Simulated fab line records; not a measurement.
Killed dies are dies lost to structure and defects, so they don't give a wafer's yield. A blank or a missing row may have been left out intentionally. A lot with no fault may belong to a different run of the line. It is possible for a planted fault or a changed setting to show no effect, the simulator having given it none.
fab line records | flow berkeley-cmos170
record: lots: 15 | wafers: 45 | last-day: 12
route steps=331 shown ZERO@12 ACTIVE@75 NSD@188 V2@307
lots with no fault: from the same line, run without faults
start-h: start of the lot's first displayed wafer, in hours after the record's first day | wait-h: hours elapsed since this lot's preceding step | " identical to the entry in the row above | L1.1+2: a row that stands for several wafers | - no value, or no start given | * or withheld: withheld | < > ~ a bound
route shown NAME@n: a module of which the file shows steps, and the number in the route of the first | usual: mean and standard deviation over wafers with no fault | same: alike in all rows | chamber/n: place in a boat | sites: per-site readings | _std_site: how widely they spread, as a standard deviation | _edge_site: the outer-site mean with the inner-site mean subtracted | radius-mm: how far each site lies from the wafer's centre | mask NAME#n: copy n | behind: the tool/chamber that last shaped the wafer | hold: reason for holding the lot/hours on hold/outcome of the hold | device: the transistor (n, p or np) that didn't switch | end of line: tests of these same wafers at the route's end | a step with no rows: only its recipe | killed: at the first sort, the dies lost to defects and structure; wafer yield is something else | map: dies across one wafer; x = killed, . = not, _ = none there
set.NAME: the run value of the setting; set.NAME@STEP: its run value at that earlier step | model.NAME: the simulator's own value behind a step, which no gauge read
one table for each step of the route and one row for each wafer, over a sample of lots
services: a tool's chamber out of use, with start hour (start-h, from the record's first day; less than 0 if before it), hours out, and reason
== steps ==
step: UCB170_ZERO_ETCH_06
recipe: chemistry: CHF3/CF4/Ar | target: SiO2 | time-s: 12 | pressure-mtorr: 100 | rf-w: 500 | CHF3_flow_sccm: 50 | cf4-flow-sccm: 10 | Ar_flow_sccm: 120 | over-etch-frac: 1.58
usual: drypump-motor-current-A: 5.7/0.43 | oes-product-au: 0.615/0.013 | throttle-valve-pct: 9.27/0.11
lot.wafer | tool        | chamber | start-h | wait-h | drypump-motor-current-A | oes-product-au | rf-hours-counter-h | throttle-valve-pct
L112.1    | rie-diel-04 | 0       | 20.30   | -      | 5.9                     | 0.628          | 0                  | 9.26
L112.3    | "           | 2       | "       | "      | 6.2                     | 0.613          | 181                | 9.23
L112.5    | "           | 3       | "       | "      | 5.8                     | 0.640          | -                  | 9.33
L113.2    | rie-diel-04 | 3       | 28.38   | -      | 5.8                     | 0.646          | 37                 | 9.32
L113.4    | "           | 0       | "       | "      | 5.9                     | 0.617          | -                  | 9.26
L113.6    | "           | 3       | "       | "      | 5.8                     | 0.629          | -                  | 9.32
L116.1    | rie-diel-04 | 3       | 38.42   | -      | 5.8                     | 0.638          | 38                 | 9.34
L116.3    | "           | 1       | "       | "      | 5.6                     | 0.615          | -                  | 9.29
L116.6    | "           | 1       | "       | "      | 5.6                     | 0.614          | -                  | 9.30
L118.2    | rie-diel-03 | 3       | 50.04   | -      | 6.6                     | 0.625          | 154                | 9.33
L118.4    | "           | 2       | "       | "      | 6.2                     | 0.621          | -                  | 9.25
L118.6    | "           | 0       | "       | "      | 5.4                     | 0.598          | -                  | 9.07
L119.1    | rie-diel-03 | 2       | 53.95   | -      | 6.1                     | 0.618          | 10                 | 9.23
L119.2    | "           | 1       | "       | "      | 5.3                     | 0.614          | 116                | 9.54
L119.5    | "           | 0       | "       | "      | 5.4                     | 0.603          | -                  | 9.06
L121.2    | rie-diel-01 | 2       | 67.28   | -      | 5.1                     | 0.622          | 121                | 9.20
L121.3    | "           | 0       | "       | "      | 5.4                     | 0.601          | 118                | 9.28
L121.6    | "           | 3       | "       | "      | 5.7                     | 0.602          | -                  | 9.38
L122.4    | rie-diel-03 | 3       | 70.48   | -      | 6.6                     | 0.628          | 155                | 9.33
L122.5    | "           | 0       | "       | "      | 5.4                     | 0.612          | -                  | 9.05
L122.6    | "           | 1       | "       | "      | 5.3                     | 0.624          | -                  | 9.53
L123.1    | rie-diel-03 | 1       | 72.31   | -      | 5.3                     | 0.613          | 117                | 9.53
L123.2    | "           | 2       | "       | "      | 6.2                     | 0.618          | 11                 | 9.25
L123.6    | "           | 0       | "       | "      | 5.4                     | 0.601          | -                  | 9.07
L125.1    | rie-diel-01 | 3       | 81.93   | -      | 5.6                     | 0.601          | 106                | 9.40
L125.5    | "           | 0       | "       | "      | 5.4                     | 0.592          | -                  | 9.28
L125.6    | "           | 1       | "       | "      | 6.3                     | 0.619          | -                  | 9.12
L126.1    | rie-diel-01 | 0       | 88.11   | -      | 5.4                     | 0.604          | 119                | 9.29
L126.3    | "           | 2       | "       | "      | 5.1                     | 0.625          | 122                | 9.20
L126.4    | "           | 3       | "       | "      | 5.6                     | 0.609          | 106                | 9.37
L129.1    | rie-diel-01 | 2       | 103.32  | -      | 5.1                     | 0.637          | 122                | 9.23
L129.4    | "           | 3       | "       | "      | 5.6                     | 0.605          | 106                | 9.37
L129.6    | "           | 0       | "       | "      | 5.4                     | 0.599          | -                  | 9.28
L131.1    | rie-diel-01 | 1       | 116.02  | -      | 6.3                     | 0.619          | 141                | 9.13
L131.2    | "           | 3       | "       | "      | 5.6                     | 0.598          | 107                | 9.38
L131.4    | "           | 2       | "       | "      | 5.1                     | 0.624          | 123                | 9.21
L132.1    | rie-diel-01 | 0       | 120.18  | -      | 5.4                     | 0.593          | 120                | 9.28
L132.3    | "           | 1       | "       | "      | 6.4                     | 0.616          | 141                | 9.11
L132.6    | "           | 3       | "       | "      | 5.7                     | 0.610          | -                  | 9.38
L133.1    | rie-diel-04 | 0       | 129.82  | -      | 5.9                     | 0.619          | 6                  | 9.25
L133.2    | "           | 3       | "       | "      | 5.8                     | 0.641          | 42                 | 9.31
L133.5    | "           | 0       | "       | "      | 5.9                     | 0.612          | -                  | 9.25
L134.1    | rie-diel-01 | 2       | 132.65  | -      | 5.1                     | 0.620          | 123                | 9.20
L134.2    | "           | 3       | "       | "      | 5.7                     | 0.599          | 107                | 9.38
L134.5    | "           | 3       | "       | "      | 5.7                     | 0.601          | -                  | 9.37
step: UCB170_ACTIVE_ETCH_15
recipe: chemistry: CH3F/Ar/O2 | target: Si3N4 | stop-on: SiO2 | CH3F_flow_sccm: 20 | Ar_flow_sccm: 50 | O2_flow_sccm: 7 | pressure-mtorr: 50 | rf-w: 450 | target-depth-a: 2420 | over-etch-frac: 0.1 | time-s: 151
usual: drypump-motor-current-A: 5.6/0.51 | oes-product-au: 0.937/0.019 | throttle-valve-pct: 8.07/0.16
lot.wafer | tool        | chamber | start-h | wait-h | drypump-motor-current-A | oes-product-au | rf-hours-counter-h | throttle-valve-pct
L112.1    | rie-diel-03 | 0       | 74.76   | 0.0    | 5.4                     | 0.908          | 29                 | 7.89
L112.3    | "           | 1       | "       | "      | 5.2                     | 0.935          | 117                | 8.31
L112.5    | "           | 2       | "       | "      | 6.1                     | 0.930          | -                  | 8.05
L113.2    | rie-diel-02 | 3       | 79.44   | 0.0    | 5.7                     | 0.960          | 104                | 8.04
L113.4    | "           | 0       | "       | "      | 5.9                     | 0.960          | 104                | 8.28
L113.6    | "           | 2       | "       | "      | 5.1                     | 0.949          | -                  | 7.73
L116.1    | rie-diel-01 | 3       | 94.75   | 0.0    | 5.7                     | 0.915          | 106                | 8.20
L116.3    | "           | 2       | "       | "      | 5.1                     | 0.951          | 122                | 8.02
L116.6    | "           | 3       | "       | "      | 5.7                     | 0.916          | -                  | 8.21
L118.2    | rie-diel-02 | 1       | 103.75  | 0.0    | 5.0                     | 0.943          | 17                 | 8.23
L118.4    | "           | 2       | "       | "      | 5.1                     | 0.949          | 38                 | 7.73
L118.6    | "           | 2       | "       | "      | 5.1                     | 0.951          | -                  | 7.73
L119.1    | rie-diel-03 | 2       | 104.03  | 0.0    | 6.1                     | 0.945          | 13                 | 8.05
L119.2    | "           | 3       | "       | "      | 6.6                     | 0.969          | 156                | 8.16
L119.5    | "           | 3       | "       | "      | 6.6                     | 0.965          | -                  | 8.13
L121.2    | rie-diel-02 | 0       | 127.74  | 0.0    | 6.0                     | 0.961          | 106                | 8.30
L121.3    | "           | 1       | "       | "      | 5.0                     | 0.951          | 18                 | 8.22
L121.6    | "           | 3       | "       | "      | 5.7                     | 0.969          | -                  | 8.05
L122.4    | rie-diel-01 | 0       | 128.01  | 0.0    | 5.4                     | 0.913          | 120                | 8.08
L122.5    | "           | 3       | "       | "      | 5.6                     | 0.915          | -                  | 8.21
L122.6    | "           | 2       | "       | "      | 5.1                     | 0.952          | -                  | 8.03
L123.1    | rie-diel-02 | 2       | 140.87  | 0.0    | 5.1                     | 0.950          | 39                 | 7.73
L123.2    | "           | 0       | "       | "      | 5.9                     | 0.966          | 106                | 8.27
L123.6    | "           | 2       | "       | "      | 5.1                     | 0.960          | -                  | 7.74
L125.1    | rie-diel-03 | 1       | 141.35  | 0.0    | 5.3                     | 0.925          | 120                | 8.32
L125.5    | "           | 0       | "       | "      | 5.4                     | 0.914          | -                  | 7.89
L125.6    | "           | 3       | "       | "      | 6.6                     | 0.949          | -                  | 8.15
L126.1    | rie-diel-01 | 0       | 148.87  | 0.0    | 5.4                     | 0.901          | 121                | 8.07
L126.3    | "           | 3       | "       | "      | 5.7                     | 0.906          | 108                | 8.20
L126.4    | "           | 2       | "       | "      | 5.1                     | 0.936          | 124                | 8.02
L129.1    | rie-diel-01 | 2       | 163.30  | 0.0    | 5.1                     | 0.954          | 125                | 8.03
L129.4    | "           | 1       | "       | "      | 6.3                     | 0.948          | 143                | 7.94
L129.6    | "           | 1       | "       | "      | 6.3                     | 0.945          | -                  | 7.93
L131.1    | rie-diel-01 | 1       | 176.04  | 0.0    | 6.4                     | 0.949          | 143                | 7.94
L131.2    | "           | 3       | "       | "      | 5.6                     | 0.919          | 109                | 8.19
L131.4    | "           | 2       | "       | "      | 5.1                     | 0.965          | 125                | 8.03
L132.1    | rie-diel-03 | 3       | 176.28  | 0.0    | 6.6                     | 0.943          | 0                  | 8.15
L132.3    | "           | 0       | "       | "      | 5.4                     | 0.920          | 34                 | 7.88
L132.6    | "           | 0       | "       | "      | 5.4                     | 0.917          | -                  | 7.88
L133.1    | rie-diel-03 | 1       | 196.07  | 0.0    | 5.3                     | 0.935          | 123                | 8.32
L133.2    | "           | 3       | "       | "      | 6.6                     | 0.938          | 1                  | 8.15
L133.5    | "           | 0       | "       | "      | 5.4                     | 0.915          | -                  | 7.90
L134.1    | rie-diel-01 | 0       | 196.19  | 0.0    | 5.3                     | 0.908          | 123                | 8.10
L134.2    | "           | 3       | "       | "      | 5.6                     | 0.913          | 110                | 8.20
L134.5    | "           | 0       | "       | "      | 5.4                     | 0.896          | -                  | 8.08
step: UCB170_NSD_COAT_01
recipe: resist: KrF | spin-rpm: 1500 | resist-thk-nm: 900
usual: chill-plate-temp-C: 23.01/0.11 | dispense-pressure-kPa: 50.6/2
lot.wafer | tool           | chamber | start-h | wait-h | chill-plate-temp-C | dispense-pressure-kPa
L112.1    | litho-track-01 | 0       | 132.65  | 0.1    | 23.24              | 49.5
L112.3    | "              | 0       | "       | "      | 23.13              | 49.5
L112.5    | "              | 0       | "       | "      | 22.88              | 49.5
L113.2    | litho-track-04 | 0       | 136.29  | 0.1    | 22.99              | 49.2
L113.4    | "              | 0       | "       | "      | 22.93              | 49.2
L113.6    | "              | 0       | "       | "      | 23.04              | 49.2
L116.1    | litho-track-01 | 0       | 156.66  | 0.1    | 23.12              | 49.4
L116.3    | "              | 0       | "       | "      | 23.01              | 49.5
L116.6    | "              | 0       | "       | "      | 23.06              | 49.4
L118.2    | litho-track-04 | 0       | 167.78  | 0.1    | 22.97              | 49.2
L118.4    | "              | 0       | "       | "      | 23.04              | 49.2
L118.6    | "              | 0       | "       | "      | 23.10              | 49.3
L119.1    | litho-track-03 | 0       | 167.81  | 0.1    | 23.12              | 53.7
L119.2    | "              | 0       | "       | "      | 22.90              | 53.8
L119.5    | "              | 0       | "       | "      | 22.98              | 53.8
L121.2    | litho-track-04 | 0       | 184.16  | 0.1    | 22.99              | 49.2
L121.3    | "              | 0       | "       | "      | 22.91              | 49.2
L121.6    | "              | 0       | "       | "      | 22.99              | 49.2
L122.4    | litho-track-03 | -       | 184.38  | 0.1    | -                  | -
L122.5    | "              | -       | "       | "      | -                  | -
L122.6    | "              | -       | "       | "      | -                  | -
L123.1    | litho-track-04 | -       | 198.44  | 0.1    | -                  | -
L123.2    | "              | -       | "       | "      | -                  | -
L123.6    | "              | -       | "       | "      | -                  | -
L125.1    | litho-track-01 | -       | 198.44  | 0.1    | -                  | -
L125.5    | "              | -       | "       | "      | -                  | -
L125.6    | "              | -       | "       | "      | -                  | -
L126.1    | litho-track-04 | 0       | 209.69  | 0.1    | 23.16              | 49.2
L126.3    | "              | 0       | "       | "      | 23.02              | 49.2
L126.4    | "              | 0       | "       | "      | 22.96              | 49.2
L129.1    | litho-track-03 | 0       | 223.91  | 0.1    | 22.94              | 53.8
L129.4    | "              | 0       | "       | "      | 22.80              | 53.8
L129.6    | "              | 0       | "       | "      | 22.94              | 53.8
L132.1    | litho-track-04 | 0       | 224.84  | 0.1    | 23.14              | 49.2
L132.3    | "              | 0       | "       | "      | 23.07              | 49.2
L132.6    | "              | 0       | "       | "      | 23.25              | 49.2
L131.1    | litho-track-03 | 0       | 225.53  | 0.1    | 23.07              | 53.8
L131.2    | "              | 0       | "       | "      | 23.17              | 53.8
L131.4    | "              | 0       | "       | "      | 23.19              | 53.8
L133.1    | litho-track-01 | 0       | 253.33  | 0.1    | 22.92              | 49.5
L133.2    | "              | 0       | "       | "      | 22.84              | 49.5
L133.5    | "              | 0       | "       | "      | 22.72              | 49.4
L134.1    | litho-track-04 | 0       | 253.78  | 0.1    | 23.04              | 49.2
L134.2    | "              | 0       | "       | "      | 23.04              | 49.2
L134.5    | "              | 0       | "       | "      | 23.04              | 49.2
step: UCB170_NSD_CD_MEAS_06
recipe: target-cd-nm: 1200
usual: cd-nm: 1199.9/1.4
lot.wafer | tool      | chamber | start-h | wait-h | cd-nm
L112.1    | cd-sem-01 | -       | 133.59  | -      | 1196.6
L112.3    | "         | -       | "       | "      | 1195.4
L112.5    | "         | -       | "       | "      | 1196.2
L113.2    | cd-sem-01 | -       | 136.97  | -      | 1198.8
L113.4    | "         | -       | "       | "      | 1197.8
L113.6    | "         | -       | "       | "      | 1198.8
L116.1    | cd-sem-01 | -       | 157.72  | -      | 1198.1
L116.3    | "         | -       | "       | "      | 1199.3
L116.6    | "         | -       | "       | "      | 1197.4
L118.2    | cd-sem-01 | -       | 168.66  | -      | 1200.5
L118.4    | "         | -       | "       | "      | 1199.7
L118.6    | "         | -       | "       | "      | 1200.2
L119.1    | cd-sem-02 | -       | 168.84  | -      | 1202.2
L119.2    | "         | -       | "       | "      | 1201.2
L119.5    | "         | -       | "       | "      | 1201.1
L121.2    | cd-sem-02 | -       | 184.97  | -      | 1199.4
L121.3    | "         | -       | "       | "      | 1201.1
L121.6    | "         | -       | "       | "      | 1199.1
L122.4    | cd-sem-02 | -       | 185.25  | -      | -
L122.5    | "         | -       | "       | "      | -
L122.6    | "         | -       | "       | "      | -
L125.1    | cd-sem-02 | -       | 199.56  | -      | -
L125.5    | "         | -       | "       | "      | -
L125.6    | "         | -       | "       | "      | -
L123.1    | cd-sem-02 | -       | 199.71  | -      | -
L123.2    | "         | -       | "       | "      | -
L123.6    | "         | -       | "       | "      | -
L126.1    | cd-sem-02 | -       | 210.38  | -      | 1200.3
L126.3    | "         | -       | "       | "      | 1199.1
L126.4    | "         | -       | "       | "      | 1200.1
L129.1    | cd-sem-02 | -       | 225.86  | -      | 1198.3
L129.4    | "         | -       | "       | "      | 1199.4
L129.6    | "         | -       | "       | "      | 1200.0
L132.1    | cd-sem-01 | -       | 226.78  | -      | 1199.4
L132.3    | "         | -       | "       | "      | 1197.8
L132.6    | "         | -       | "       | "      | 1198.1
L131.1    | cd-sem-02 | -       | 227.11  | -      | 1201.7
L131.2    | "         | -       | "       | "      | 1201.9
L131.4    | "         | -       | "       | "      | 1200.2
L133.1    | cd-sem-01 | -       | 254.80  | -      | 1201.1
L133.2    | "         | -       | "       | "      | 1199.9
L133.5    | "         | -       | "       | "      | 1200.7
L134.1    | cd-sem-02 | -       | 255.35  | -      | 1200.2
L134.2    | "         | -       | "       | "      | 1200.9
L134.5    | "         | -       | "       | "      | 1199.6
step: UCB170_V2_STRIP_15
recipe: chemistry: O2 | power-w: 400 | pressure-mtorr: 3500 | platen-temp-c: withheld | o2-flow-sccm: 400 | overash-fraction: 0.5
usual: drypump-motor-current-A: 5.8/0.44 | oes-product-au: 0.721/0.0044 | strip-time-to-endpoint-s: 15.44/0.11
lot.wafer | tool            | chamber | start-h | wait-h | drypump-motor-current-A | oes-product-au | rf-hours-counter-h | strip-time-to-endpoint-s
L112.1    | plasma-asher-04 | 0       | 154.13  | 0.1    | 5.3                     | 0.725          | 46                 | 15.30
L112.3    | "               | 0       | "       | "      | 5.3                     | 0.723          | -                  | 15.14
L112.5    | "               | 1       | "       | "      | 6.3                     | 0.726          | -                  | 15.25
L113.2    | plasma-asher-04 | 1       | 162.63  | 0.1    | 6.2                     | 0.724          | 47                 | 15.46
L113.4    | "               | 1       | "       | "      | 6.2                     | 0.726          | -                  | 15.11
L113.6    | "               | 0       | "       | "      | 5.3                     | 0.715          | -                  | 15.44
L116.1    | plasma-asher-04 | 1       | 179.97  | 0.1    | 6.2                     | 0.719          | 49                 | 15.56
L116.3    | "               | 0       | "       | "      | 5.3                     | 0.732          | -                  | 15.56
L116.6    | "               | 0       | "       | "      | 5.3                     | 0.722          | -                  | 15.48
L118.2    | plasma-asher-04 | 1       | 191.63  | 0.1    | 6.2                     | 0.718          | 50                 | 15.44
L118.4    | "               | 1       | "       | "      | 6.2                     | 0.721          | -                  | 15.62
L118.6    | "               | 0       | "       | "      | 5.3                     | 0.726          | -                  | 15.44
L119.1    | plasma-asher-04 | 0       | 192.15  | 0.1    | 5.3                     | 0.717          | 50                 | 15.46
L119.2    | "               | 1       | "       | "      | 6.2                     | 0.714          | 50                 | 15.47
L119.5    | "               | 1       | "       | "      | 6.2                     | 0.724          | -                  | 15.55
L121.2    | plasma-asher-04 | 1       | 206.56  | 0.1    | 6.2                     | 0.721          | 52                 | 15.49
L121.3    | "               | 1       | "       | "      | 6.2                     | 0.725          | -                  | 15.46
L121.6    | "               | 0       | "       | "      | 5.3                     | 0.719          | -                  | 15.39
L122.4    | plasma-asher-01 | 0       | 207.02  | 0.1    | 6.1                     | 0.719          | -                  | 15.48
L122.5    | "               | 0       | "       | "      | 6.1                     | 0.718          | -                  | 15.37
L122.6    | "               | 1       | "       | "      | 5.9                     | 0.720          | -                  | 15.52
L125.1    | plasma-asher-01 | 0       | 220.23  | 0.1    | 6.1                     | 0.724          | 11                 | 15.44
L125.5    | "               | 1       | "       | "      | 5.9                     | 0.715          | -                  | 15.47
L125.6    | "               | 0       | "       | "      | 6.1                     | 0.723          | -                  | 15.52
L123.1    | plasma-asher-04 | 1       | 220.57  | 0.1    | 6.2                     | 0.722          | 53                 | 15.45
L123.2    | "               | 0       | "       | "      | 5.3                     | 0.726          | 53                 | 15.61
L123.6    | "               | 0       | "       | "      | 5.3                     | 0.728          | -                  | 15.51
L126.1    | plasma-asher-01 | 0       | 232.57  | 0.1    | 6.1                     | 0.723          | 12                 | 15.41
L126.3    | "               | 1       | "       | "      | 5.9                     | 0.729          | -                  | 15.43
L126.4    | "               | 0       | "       | "      | 6.1                     | 0.717          | -                  | 15.41
L129.1    | plasma-asher-01 | 0       | 249.47  | 0.1    | 6.1                     | 0.717          | 14                 | 15.38
L129.4    | "               | 1       | "       | "      | 5.9                     | 0.722          | -                  | 15.47
L129.6    | "               | 0       | "       | "      | 6.1                     | 0.724          | -                  | 15.27
L132.1    | plasma-asher-04 | 1       | 249.95  | 0.1    | 6.2                     | 0.730          | 57                 | 15.66
L132.3    | "               | 1       | "       | "      | 6.3                     | 0.719          | -                  | 15.52
L132.6    | "               | 1       | "       | "      | 6.3                     | 0.720          | -                  | 15.52
L131.1    | plasma-asher-01 | 0       | 250.19  | 0.1    | 6.1                     | 0.724          | 14                 | 15.36
L131.2    | "               | 1       | "       | "      | 5.9                     | 0.724          | 14                 | 15.41
L131.4    | "               | 0       | "       | "      | 6.1                     | 0.722          | -                  | 15.41
L134.1    | plasma-asher-02 | 0       | 279.20  | 0.1    | 6.2                     | 0.719          | 55                 | 15.49
L134.2    | "               | 1       | "       | "      | 4.8                     | 0.720          | 55                 | 15.26
L134.5    | "               | 1       | "       | "      | 4.8                     | 0.718          | -                  | 15.28
L133.1    | plasma-asher-01 | 0       | 279.46  | 0.1    | 6.1                     | 0.719          | 17                 | 15.29
L133.2    | "               | 1       | "       | "      | 5.9                     | 0.727          | 17                 | 15.35
L133.5    | "               | 1       | "       | "      | 5.9                     | 0.724          | -                  | 15.43
== services ==
tool            | chamber | start-h | hours | kind
plasma-asher-01 | -       | 7.10    | 8.1   | repair
rie-diel-04     | 2       | 24.28   | 11.6  | repair
rie-diel-04     | 0       | 36.86   | 2.7   | repair
rie-diel-02     | 2       | 38.29   | 9.4   | repair
rie-diel-01     | -       | 45.13   | 0.4   | repair
rie-diel-03     | 1       | 48.30   | 4.3   | repair
rie-diel-01     | 1       | 53.08   | 23.6  | repair
rie-diel-04     | 0       | 74.08   | 11.3  | repair
rie-diel-01     | 2       | 78.37   | 3.5   | repair
rie-diel-04     | 2       | 102.74  | 5.1   | repair
plasma-asher-01 | -       | 108.75  | 9.0   | pm
rie-diel-04     | 0       | 111.18  | 2.0   | repair
rie-diel-03     | -       | 123.93  | 0.1   | repair
rie-diel-02     | 3       | 139.52  | 23.4  | repair
rie-diel-04     | 3       | 158.19  | 18.2  | repair
rie-diel-04     | -       | 187.80  | 0.7   | repair
rie-diel-01     | 1       | 190.44  | -     | clean
rie-diel-04     | -       | 199.68  | 0.9   | repair
rie-diel-02     | 2       | 209.47  | 12.5  | repair
rie-diel-03     | 3       | 218.88  | 24.4  | repair
rie-diel-04     | 0       | 227.33  | 10.2  | repair
rie-diel-01     | -       | 234.35  | 1.8   | repair
plasma-asher-01 | -       | 253.22  | 0.5   | repair
rie-diel-02     | 3       | 273.13  | 7.1   | repair
== key ==
first-sign: step: UCB170_NSD_COAT_01 | reading: tool-record | direction: missing
effect: step: UCB170_NSD_CD_MEAS_06 | reading: cd-nm | direction: missing
met-at UCB170_NSD_COAT_01
struck-lots L122,L123,L125
sort-left-out L122.4,L122.5,L122.6,L123.1,L123.2,L123.6,L125.1,L125.5,L125.6
tester-left-out L122,L123,L125
not-acting-at UCB170_ZERO_ETCH_06,UCB170_ACTIVE_ETCH_15,UCB170_V2_STRIP_15
onset-between 184.16 184.38
fault: kind: skipped-step-whole | tool: litho-track-01,litho-track-03,litho-track-04 | chamber: - | onset-h: 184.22 | steps: UCB170_NSD_COAT_01 | scope: struck-lots-only
tester-left-out: of these lots the tester's yield and bins aren't shown, on N5 and GAA mostly nor the transistor test; their killed dies are dies lost to structure and defects alone, not to doping, threshold or leakage, so they don't give the yield
sort-left-out: the simulated sort isn't trusted on such a fault, so these wafers' sort isn't shown, and their yield isn't known
